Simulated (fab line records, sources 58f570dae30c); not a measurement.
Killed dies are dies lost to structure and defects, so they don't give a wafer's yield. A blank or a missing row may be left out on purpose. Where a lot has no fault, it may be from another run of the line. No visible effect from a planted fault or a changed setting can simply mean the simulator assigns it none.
fab line records || flow berkeley_cmos170
[record] {"lots": 13, "wafers": 39, "last_day": 13}
route steps=331 shown GATE@135
lots that met no fault: taken from a fault-free run of the same line
start_h: the number of hours between the record's first day and the start of the first shown wafer of the lot || wait_h: time in hours since the lot's previous step || " same as the row above || L1.1+2: a single row standing in for several wafers || - no value, or no start given || * or withheld: withheld || < > ~ a bound
route shown NAME@n: NAME is a module with steps in the file, n the number in the route of the first one || usual: mean and standard deviation over wafers with no fault || same: alike in all rows || chamber/n: place in a boat || sites: per-site readings || _std_site: the values' standard deviation || _edge_site: mean of outer sites minus mean of inner sites || radius_mm: how far each site lies from the wafer's centre || mask NAME#n: copy n || behind: tool/chamber where the wafer was last shaped || hold: why the lot was held/for how many hours/how that ended || device: the transistor (n, p or np) that didn't switch || end of line: the tests these same wafers got at the end of their route || where a step has no rows: the recipe by itself || killed: dies lost to structure and defects at the first sort, not the wafer's yield || map: the dies of a wafer, with x for killed, . for not killed, _ for no die there
set.NAME: setting as actually run; set.NAME@STEP: the setting as run at that earlier step || model.NAME: the simulator's own value behind a step, which no gauge read
the route's steps for a sample of lots (tables are steps, rows are wafers)
services: when a tool's chamber went out of use (start_h, in hours from the record's first day, below 0 if earlier), for how many hours, and the reason
[[steps]]
[step UCB170_GATE_EXPOSE_09]
[recipe] {"mask_id": "POLY", "target_cd_nm": 350, "na": 0.5, "sigma_outer": 0.6, "source_shape": "conventional", "dose_mj": 21}
[usual] {"exposure_dose_mJ_cm2": "20.931/0.023"}
{"lot.wafer": "L144.2", "tool": "krf_scanner-02", "chamber": 0, "start_h": 141.88, "wait_h": "-", "mask": "POLY#0", "exposure_dose_mJ_cm2": 20.947}
{"lot.wafer": "L144.5", "tool": "krf_scanner-02", "chamber": 0, "start_h": 141.88, "wait_h": "-", "mask": "POLY#0", "exposure_dose_mJ_cm2": 20.958}
{"lot.wafer": "L144.6", "tool": "krf_scanner-02", "chamber": 0, "start_h": 141.88, "wait_h": "-", "mask": "POLY#0", "exposure_dose_mJ_cm2": 20.946}
{"lot.wafer": "L147.1", "tool": "krf_scanner-02", "chamber": 0, "start_h": 156.00, "wait_h": "-", "mask": "POLY#0", "exposure_dose_mJ_cm2": 20.899}
{"lot.wafer": "L147.2", "tool": "krf_scanner-02", "chamber": 0, "start_h": 156.00, "wait_h": "-", "mask": "POLY#0", "exposure_dose_mJ_cm2": 20.923}
{"lot.wafer": "L147.3", "tool": "krf_scanner-02", "chamber": 0, "start_h": 156.00, "wait_h": "-", "mask": "POLY#0", "exposure_dose_mJ_cm2": 20.939}
{"lot.wafer": "L148.2", "tool": "krf_scanner-01", "chamber": 0, "start_h": 156.26, "wait_h": "-", "mask": "POLY#0", "exposure_dose_mJ_cm2": 20.916}
{"lot.wafer": "L148.3", "tool": "krf_scanner-01", "chamber": 0, "start_h": 156.26, "wait_h": "-", "mask": "POLY#0", "exposure_dose_mJ_cm2": 20.950}
{"lot.wafer": "L148.4", "tool": "krf_scanner-01", "chamber": 0, "start_h": 156.26, "wait_h": "-", "mask": "POLY#0", "exposure_dose_mJ_cm2": 20.928}
{"lot.wafer": "L146.1", "tool": "krf_scanner-02", "chamber": 0, "start_h": 156.60, "wait_h": "-", "mask": "POLY#0", "exposure_dose_mJ_cm2": 20.975}
{"lot.wafer": "L146.2", "tool": "krf_scanner-02", "chamber": 0, "start_h": 156.60, "wait_h": "-", "mask": "POLY#0", "exposure_dose_mJ_cm2": 20.979}
{"lot.wafer": "L146.4", "tool": "krf_scanner-02", "chamber": 0, "start_h": 156.60, "wait_h": "-", "mask": "POLY#0", "exposure_dose_mJ_cm2": 20.968}
{"lot.wafer": "L143.3", "tool": "krf_scanner-02", "chamber": 0, "start_h": 156.75, "wait_h": "-", "mask": "POLY#0", "exposure_dose_mJ_cm2": 20.917}
{"lot.wafer": "L143.5", "tool": "krf_scanner-02", "chamber": 0, "start_h": 156.75, "wait_h": "-", "mask": "POLY#0", "exposure_dose_mJ_cm2": 20.961}
{"lot.wafer": "L143.6", "tool": "krf_scanner-02", "chamber": 0, "start_h": 156.75, "wait_h": "-", "mask": "POLY#0", "exposure_dose_mJ_cm2": 20.986}
{"lot.wafer": "L150.1", "tool": "krf_scanner-01", "chamber": 0, "start_h": 185.17, "wait_h": "-", "mask": "POLY#0", "exposure_dose_mJ_cm2": 20.922}
{"lot.wafer": "L150.4", "tool": "krf_scanner-01", "chamber": 0, "start_h": 185.17, "wait_h": "-", "mask": "POLY#0", "exposure_dose_mJ_cm2": 20.949}
{"lot.wafer": "L150.6", "tool": "krf_scanner-01", "chamber": 0, "start_h": 185.17, "wait_h": "-", "mask": "POLY#0", "exposure_dose_mJ_cm2": 20.944}
{"lot.wafer": "L152.1", "tool": "krf_scanner-01", "chamber": 0, "start_h": 185.29, "wait_h": "-", "mask": "POLY#0", "exposure_dose_mJ_cm2": 20.926}
{"lot.wafer": "L152.4", "tool": "krf_scanner-01", "chamber": 0, "start_h": 185.29, "wait_h": "-", "mask": "POLY#0", "exposure_dose_mJ_cm2": 20.896}
{"lot.wafer": "L152.5", "tool": "krf_scanner-01", "chamber": 0, "start_h": 185.29, "wait_h": "-", "mask": "POLY#0", "exposure_dose_mJ_cm2": 20.935}
{"lot.wafer": "L151.1", "tool": "krf_scanner-01", "chamber": 0, "start_h": 185.41, "wait_h": "-", "mask": "POLY#0", "exposure_dose_mJ_cm2": 20.946}
{"lot.wafer": "L151.2", "tool": "krf_scanner-01", "chamber": 0, "start_h": 185.41, "wait_h": "-", "mask": "POLY#0", "exposure_dose_mJ_cm2": 20.950}
{"lot.wafer": "L151.4", "tool": "krf_scanner-01", "chamber": 0, "start_h": 185.41, "wait_h": "-", "mask": "POLY#0", "exposure_dose_mJ_cm2": 20.952}
{"lot.wafer": "L153.1", "tool": "krf_scanner-02", "chamber": 0, "start_h": 201.63, "wait_h": "-", "mask": "POLY#0", "exposure_dose_mJ_cm2": 20.963}
{"lot.wafer": "L153.4", "tool": "krf_scanner-02", "chamber": 0, "start_h": 201.63, "wait_h": "-", "mask": "POLY#0", "exposure_dose_mJ_cm2": 20.916}
{"lot.wafer": "L153.5", "tool": "krf_scanner-02", "chamber": 0, "start_h": 201.63, "wait_h": "-", "mask": "POLY#0", "exposure_dose_mJ_cm2": 20.940}
{"lot.wafer": "L158.1", "tool": "krf_scanner-01", "chamber": 0, "start_h": 216.35, "wait_h": "-", "mask": "POLY#0", "exposure_dose_mJ_cm2": 20.931}
{"lot.wafer": "L158.2", "tool": "krf_scanner-01", "chamber": 0, "start_h": 216.35, "wait_h": "-", "mask": "POLY#0", "exposure_dose_mJ_cm2": 20.906}
{"lot.wafer": "L158.6", "tool": "krf_scanner-01", "chamber": 0, "start_h": 216.35, "wait_h": "-", "mask": "POLY#0", "exposure_dose_mJ_cm2": 20.922}
{"lot.wafer": "L161.3", "tool": "krf_scanner-01", "chamber": 0, "start_h": 241.75, "wait_h": "-", "mask": "POLY#0", "exposure_dose_mJ_cm2": 20.802}
{"lot.wafer": "L161.4", "tool": "krf_scanner-01", "chamber": 0, "start_h": 241.75, "wait_h": "-", "mask": "POLY#0", "exposure_dose_mJ_cm2": 20.818}
{"lot.wafer": "L161.6", "tool": "krf_scanner-01", "chamber": 0, "start_h": 241.75, "wait_h": "-", "mask": "POLY#0", "exposure_dose_mJ_cm2": 20.791}
{"lot.wafer": "L164.1", "tool": "krf_scanner-02", "chamber": 0, "start_h": 247.47, "wait_h": "-", "mask": "POLY#0", "exposure_dose_mJ_cm2": 20.952}
{"lot.wafer": "L164.4", "tool": "krf_scanner-02", "chamber": 0, "start_h": 247.47, "wait_h": "-", "mask": "POLY#0", "exposure_dose_mJ_cm2": 20.941}
{"lot.wafer": "L164.6", "tool": "krf_scanner-02", "chamber": 0, "start_h": 247.47, "wait_h": "-", "mask": "POLY#0", "exposure_dose_mJ_cm2": 20.956}
{"lot.wafer": "L165.4", "tool": "krf_scanner-02", "chamber": 0, "start_h": 262.51, "wait_h": "-", "mask": "POLY#0", "exposure_dose_mJ_cm2": 20.905}
{"lot.wafer": "L165.5", "tool": "krf_scanner-02", "chamber": 0, "start_h": 262.51, "wait_h": "-", "mask": "POLY#0", "exposure_dose_mJ_cm2": 20.910}
{"lot.wafer": "L165.6", "tool": "krf_scanner-02", "chamber": 0, "start_h": 262.51, "wait_h": "-", "mask": "POLY#0", "exposure_dose_mJ_cm2": 20.907}
[step UCB170_GATE_CD_MEAS_12]
[recipe] {"target_cd_nm": 350}
[usual] {"cd_nm": "350.4/1.2"}
{"lot.wafer": "L144.2", "tool": "cd_sem-02", "chamber": "-", "start_h": 142.43, "wait_h": "-", "cd_nm": 350.2}
{"lot.wafer": "L144.5", "tool": "cd_sem-02", "chamber": "-", "start_h": 142.43, "wait_h": "-", "cd_nm": 349.9}
{"lot.wafer": "L144.6", "tool": "cd_sem-02", "chamber": "-", "start_h": 142.43, "wait_h": "-", "cd_nm": 350.7}
{"lot.wafer": "L147.1", "tool": "cd_sem-02", "chamber": "-", "start_h": 156.72, "wait_h": "-", "cd_nm": 350.3}
{"lot.wafer": "L147.2", "tool": "cd_sem-02", "chamber": "-", "start_h": 156.72, "wait_h": "-", "cd_nm": 350.9}
{"lot.wafer": "L147.3", "tool": "cd_sem-02", "chamber": "-", "start_h": 156.72, "wait_h": "-", "cd_nm": 349.8}
{"lot.wafer": "L148.2", "tool": "cd_sem-01", "chamber": "-", "start_h": 156.86, "wait_h": "-", "cd_nm": 350.0}
{"lot.wafer": "L148.3", "tool": "cd_sem-01", "chamber": "-", "start_h": 156.86, "wait_h": "-", "cd_nm": 349.0}
{"lot.wafer": "L148.4", "tool": "cd_sem-01", "chamber": "-", "start_h": 156.86, "wait_h": "-", "cd_nm": 350.1}
{"lot.wafer": "L146.1", "tool": "cd_sem-01", "chamber": "-", "start_h": 157.00, "wait_h": "-", "cd_nm": 349.1}
{"lot.wafer": "L146.2", "tool": "cd_sem-01", "chamber": "-", "start_h": 157.00, "wait_h": "-", "cd_nm": 349.7}
{"lot.wafer": "L146.4", "tool": "cd_sem-01", "chamber": "-", "start_h": 157.00, "wait_h": "-", "cd_nm": 349.0}
{"lot.wafer": "L143.3", "tool": "cd_sem-02", "chamber": "-", "start_h": 157.28, "wait_h": "-", "cd_nm": 351.9}
{"lot.wafer": "L143.5", "tool": "cd_sem-02", "chamber": "-", "start_h": 157.28, "wait_h": "-", "cd_nm": 351.2}
{"lot.wafer": "L143.6", "tool": "cd_sem-02", "chamber": "-", "start_h": 157.28, "wait_h": "-", "cd_nm": 351.0}
{"lot.wafer": "L150.1", "tool": "cd_sem-01", "chamber": "-", "start_h": 185.56, "wait_h": "-", "cd_nm": 350.1}
{"lot.wafer": "L150.4", "tool": "cd_sem-01", "chamber": "-", "start_h": 185.56, "wait_h": "-", "cd_nm": 348.1}
{"lot.wafer": "L150.6", "tool": "cd_sem-01", "chamber": "-", "start_h": 185.56, "wait_h": "-", "cd_nm": 349.9}
{"lot.wafer": "L152.1", "tool": "cd_sem-02", "chamber": "-", "start_h": 185.68, "wait_h": "-", "cd_nm": 348.5}
{"lot.wafer": "L152.4", "tool": "cd_sem-02", "chamber": "-", "start_h": 185.68, "wait_h": "-", "cd_nm": 349.7}
{"lot.wafer": "L152.5", "tool": "cd_sem-02", "chamber": "-", "start_h": 185.68, "wait_h": "-", "cd_nm": 348.8}
{"lot.wafer": "L151.1", "tool": "cd_sem-02", "chamber": "-", "start_h": 185.80, "wait_h": "-", "cd_nm": 350.0}
{"lot.wafer": "L151.2", "tool": "cd_sem-02", "chamber": "-", "start_h": 185.80, "wait_h": "-", "cd_nm": 350.1}
{"lot.wafer": "L151.4", "tool": "cd_sem-02", "chamber": "-", "start_h": 185.80, "wait_h": "-", "cd_nm": 350.5}
{"lot.wafer": "L153.1", "tool": "cd_sem-02", "chamber": "-", "start_h": 202.14, "wait_h": "-", "cd_nm": 351.0}
{"lot.wafer": "L153.4", "tool": "cd_sem-02", "chamber": "-", "start_h": 202.14, "wait_h": "-", "cd_nm": 351.6}
{"lot.wafer": "L153.5", "tool": "cd_sem-02", "chamber": "-", "start_h": 202.14, "wait_h": "-", "cd_nm": 350.5}
{"lot.wafer": "L158.1", "tool": "cd_sem-02", "chamber": "-", "start_h": 216.97, "wait_h": "-", "cd_nm": 350.4}
{"lot.wafer": "L158.2", "tool": "cd_sem-02", "chamber": "-", "start_h": 216.97, "wait_h": "-", "cd_nm": 350.2}
{"lot.wafer": "L158.6", "tool": "cd_sem-02", "chamber": "-", "start_h": 216.97, "wait_h": "-", "cd_nm": 351.0}
{"lot.wafer": "L161.3", "tool": "cd_sem-01", "chamber": "-", "start_h": 242.18, "wait_h": "-", "cd_nm": 345.0}
{"lot.wafer": "L161.4", "tool": "cd_sem-01", "chamber": "-", "start_h": 242.18, "wait_h": "-", "cd_nm": 346.4}
{"lot.wafer": "L161.6", "tool": "cd_sem-01", "chamber": "-", "start_h": 242.18, "wait_h": "-", "cd_nm": 349.1}
{"lot.wafer": "L164.1", "tool": "cd_sem-02", "chamber": "-", "start_h": 247.90, "wait_h": "-", "cd_nm": 349.6}
{"lot.wafer": "L164.4", "tool": "cd_sem-02", "chamber": "-", "start_h": 247.90, "wait_h": "-", "cd_nm": 348.7}
{"lot.wafer": "L164.6", "tool": "cd_sem-02", "chamber": "-", "start_h": 247.90, "wait_h": "-", "cd_nm": 349.4}
{"lot.wafer": "L165.4", "tool": "cd_sem-01", "chamber": "-", "start_h": 262.90, "wait_h": "-", "cd_nm": 349.8}
{"lot.wafer": "L165.5", "tool": "cd_sem-01", "chamber": "-", "start_h": 262.90, "wait_h": "-", "cd_nm": 349.7}
{"lot.wafer": "L165.6", "tool": "cd_sem-01", "chamber": "-", "start_h": 262.90, "wait_h": "-", "cd_nm": 350.5}
[[services]]
{"tool": "krf_scanner-01", "chamber": "-", "start_h": 132.56, "hours": 1.0, "kind": "pm"}
{"tool": "krf_scanner-02", "chamber": "-", "start_h": 135.82, "hours": 1.0, "kind": "pm"}
{"tool": "krf_scanner-01", "chamber": 0, "start_h": 155.13, "hours": "-", "kind": "calibration"}
{"tool": "krf_scanner-02", "chamber": 0, "start_h": 185.73, "hours": "-", "kind": "calibration"}
{"tool": "krf_scanner-02", "chamber": "-", "start_h": 191.44, "hours": 1.3, "kind": "pm"}
{"tool": "krf_scanner-02", "chamber": "-", "start_h": 193.55, "hours": 0.5, "kind": "repair"}
{"tool": "krf_scanner-01", "chamber": "-", "start_h": 226.99, "hours": 0.8, "kind": "pm"}
{"tool": "krf_scanner-01", "chamber": "-", "start_h": 228.66, "hours": 1.3, "kind": "pm"}
[[key]]
[first_sign] {"step": "UCB170_GATE_EXPOSE_09", "reading": "exposure_dose_mJ_cm2", "direction": "down", "sigmas": 5.6, "usual": 20.931, "struck": 20.804}
[effect] {"step": "UCB170_GATE_CD_MEAS_12", "reading": "cd_nm", "direction": "down", "sigmas": 2.9, "usual": 350.4, "struck": 346.9, "wafers_moved": 2, "through": "control_loop"}
met_at UCB170_GATE_EXPOSE_09
struck_lots L161
tester_left_out L161
[loop_trim] {"step": "UCB170_GATE_EXPOSE_09", "setting": "dose", "lots": "L161"}
onset_between 216.35 241.75
[fault] {"kind": "process_parameter_drift", "tool": "krf_scanner-01", "chamber": "-", "onset_h": 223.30, "steps": "UCB170_GATE_EXPOSE_09", "channel": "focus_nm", "offset": 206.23, "spread_by_wafer": 0.3, "shape": "step", "end_h": 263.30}
// tester_left_out: of these lots the tester's yield and bins aren't shown, on N5 and GAA mostly nor the transistor test; their killed dies are dies lost to structure and defects alone, not to doping, threshold or leakage, so they don't give the yield
// loop_trim: a control loop set the setting to another value than it would have without faults
